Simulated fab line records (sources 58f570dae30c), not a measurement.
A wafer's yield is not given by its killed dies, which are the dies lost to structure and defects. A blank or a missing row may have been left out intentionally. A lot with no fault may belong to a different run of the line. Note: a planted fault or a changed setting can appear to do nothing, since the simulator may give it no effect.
A struck lot beside a sound one ; flow berkeley_cmos170 ; 16 out of 331 route steps
Sound: wafers L614.2, L614.3, L614.4. The struck wafers were L627.3, L627.4, L627.5. The cause comes at the end.
Per side, at each step with rows, come the tool, then ch with its chambers, and then its first start. Under that, the readings that differ: sound wafers ; struck wafers ; difference of the means ; sigmas: that difference in standard deviations of wafers without a fault.
alike: same words and numbers on both sides, and readings whose means sit less than 2 such deviations apart. not compared: any withheld reading, any reading some wafer has no value for, any bound like >300 that may hide the same value, and any number with overlapping values for which the record gives no deviation.
A row with sigmas, a row that says differs or no value, or rows on one side alone: a step with any of these is where the two part. Numbers that have no deviation but don't overlap get no sigmas and don't part them. A reading that every wafer of one side lacks parts them only if that side has two wafers or more.

UCB170_V2_CMP_02: polishes SiO2.
  sound on cmp-02 ch 1,2,3, day 8 18:00; struck on cmp-02 ch 2,3, day 11 18:55
  alike: motor_current_A
UCB170_V2_BOW_MEAS_03:
  sound on film_metro-02, day 8 18:19; struck on film_metro-01, day 11 19:16
  alike: V2_BOW
UCB170_V2_THK_MEAS_04:
  sound on film_metro-02, day 8 18:26; struck on film_metro-01, day 11 19:22
reading;sound;struck;difference;sigmas
V2_POLISHED_THK (nm);1003.8 1000.0 1001.2;999.2 999.4 999.0;-2.5;-2
then, 7 steps without rows for these wafers: UCB170_V2_CLEAN_05 (cleans in DIW); UCB170_V2_HMDS_06 (prime time 60 s); UCB170_V2_COAT_07 (resist thk 900 nm); UCB170_V2_SOFTBAKE_08 (time 60 s); UCB170_V2_EXPOSE_09 (exposes mask VIA2, target cd 700 nm); UCB170_V2_PEB_10; UCB170_V2_DEVELOP_11 (develop time 45 s).
UCB170_V2_CD_MEAS_12: target cd 700 nm.
  sound on cd_sem-01, day 8 19:43; struck on cd_sem-01, day 11 21:01
  alike: cd_nm
UCB170_V2_OVL_MEAS_13:
  sound on overlay-01, day 8 19:49; struck on overlay-02, day 11 21:07
  alike: V2_OVL
UCB170_V2_ETCH_14: etches SiO2 in CHF3/CF4/Ar, stops on Al, target depth 1250 nm, time 291 s.
  sound on rie_diel-04 ch 0,1, day 8 19:50; struck on rie_diel-01 ch 1,2, day 11 21:08
reading;sound;struck;difference;sigmas
rf_fwd_power_W (W);698.6 700.1 697.0;615.2 616.6 613.8;-83.4;-44
model.KrF_of_V2_COAT_07.thk_nm (nm);606.8 619.5 610.4;623.4 633.2 624.2;+14.7;
  alike: drypump_motor_current_A, oes_product_au, throttle_valve_pct
  not compared: rf_hours_counter_h
UCB170_V2_STRIP_15: strips in O2.
  sound on plasma_asher-04 ch 0,1, day 8 20:01; struck on plasma_asher-04 ch 0,1, day 11 21:21
reading;sound;struck;difference;sigmas
strip_time_to_endpoint_s (s);15.24 15.54 15.31;15.62 15.85 15.64;+0.34;+3
  alike: drypump_motor_current_A, oes_product_au
  not compared: rf_hours_counter_h
UCB170_V2_CD_MEAS_90: target cd 700 nm.
  sound on cd_sem-01, day 8 20:08; struck on cd_sem-02, day 11 21:28
  alike: cd_nm
UCB170_M3_PROBE_99:
  the record has rows for the sound wafers here (prober-02, day 8 23:17) and none for the struck ones

WHERE THEY PART
Earliest at UCB170_V2_THK_MEAS_04; latest, in this record, at UCB170_M3_PROBE_99.

WHY: what had been put in by the simulator
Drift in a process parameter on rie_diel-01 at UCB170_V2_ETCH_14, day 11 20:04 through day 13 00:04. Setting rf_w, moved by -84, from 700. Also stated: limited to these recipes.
